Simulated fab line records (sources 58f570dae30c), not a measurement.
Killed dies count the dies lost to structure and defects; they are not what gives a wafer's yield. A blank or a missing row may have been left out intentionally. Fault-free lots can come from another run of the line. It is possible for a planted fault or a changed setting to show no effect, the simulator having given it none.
A single fault, viewed from 2 desks    flow berkeleyCmos170    each desk has only its own numbers; what lay behind them comes last

FROM THE METROLOGY DESK
Lot by lot, what the gauges showed, no matter which tool ran the lot: averages of those sampled wafers that carry a number. Marked OUT: a lot whose mean sits more than 4 standard deviations from the usual mean, which makes it out of limits; the brackets give that distance.
Columns: A = FIELD_OXIDE_THK at UCB170_FIELD_THK_MEAS_02, usual 559 nm; B = PLDD_OVL at UCB170_PLDD_OVL_MEAS_07, usual 0 nm; C = PLDD_TW at UCB170_PLDD_TW_MEAS_11, usual 1012; D = SPACER_TEOS_THK at UCB170_SPACER_THK_MEAS_01, usual 377 nm; E = PLDD_RS at UCB170_SDANNEAL_RS_MEAS_04, usual 1031.0 ohm/sq
lot   first seen here  A    B   C     D    E
L706  day 5 06:32      532  2   1016  379  1032.6
L707  day 5 06:32      538  -2  1014  377  1031.6
L708  day 5 06:32      560  -5  1017  372  1028.3
L711  day 5 15:01      553  -3  1005  378  1032.3
L709  day 5 15:01      565  -1  1034  379  967.3 (-25) OUT
L710  day 5 15:02      544  -1  1029  380  1030.7
L712  day 5 20:37      543  0   1003  379  1030.6
L716  day 6 22:31      558  0   1033  375  969.0 (-25) OUT
L718  day 7 05:50      566  -3  1008  372  1029.2
L720  day 7 18:29      549  2   1008  377  1031.3
L722  day 8 06:32      555  -4  1022  379  1030.8
L723  day 8 06:33      558  -7  1024  375  1031.2
L726  day 8 22:58      567  -4  1008  373  1028.9
L727  day 8 22:58      563  3   1009  377  1031.1
Finding of this desk: L709, L716 out of limits, first seen on L709 at day 7 13:48 (PLDD_RS at UCB170_SDANNEAL_RS_MEAS_04). L706, L707, L708, L711, L710, L712, L718, L720, L722, L723, L726, L727: within limits.

AT THE TOOL OWNER'S DESK: implanter-04
For each lot that ran on this tool, the mean over its sampled wafers that have a number, from the tool's own readings at UCB170_PLDD_IMPLANT_08. Marked OUT: a lot whose mean sits more than 4 standard deviations from the usual mean, which makes it out of limits; the brackets give that distance.
Columns: A = doseIonsCm2 at UCB170_PLDD_IMPLANT_08, usual 5.001e+13; B = faradayCurrentUA at UCB170_PLDD_IMPLANT_08, usual 158.8
lot   first seen here  A                            B
L708  day 6 19:31      5.001e+13                    159.0
L711  day 7 01:01      5.004e+13                    160.0
L709  day 7 01:38      5.803e+13 (+99 or more) OUT  186.3 (+9.2) OUT
L716  day 8 15:15      5.797e+13 (+99 or more) OUT  184.7 (+8.6) OUT
L727  day 10 21:05     4.999e+13                    159.8
Finding of this desk: L709, L716 out of limits; the first was L709 at day 7 01:38, on doseIonsCm2 at UCB170_PLDD_IMPLANT_08. L708, L711, L727: within limits.

BROUGHT TOGETHER
The tool owner's desk had the chance to raise an alarm at day 7 01:38 on L709, L716.
L709, L716 would have let the metrology desk raise an alarm at day 7 13:48.
On implanter-04, each named lot ran UCB170_PLDD_IMPLANT_08.

WHAT WAS PUT IN BY THE SIMULATOR
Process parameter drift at UCB170_PLDD_IMPLANT_08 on implanter-04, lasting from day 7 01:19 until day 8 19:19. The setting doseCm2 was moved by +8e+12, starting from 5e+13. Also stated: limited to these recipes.
Shown lots that were struck: L709, L716.
Time in hours from fault onset to the first out-of-limits reading at each desk: tool owner's desk 0, metrology desk 12.
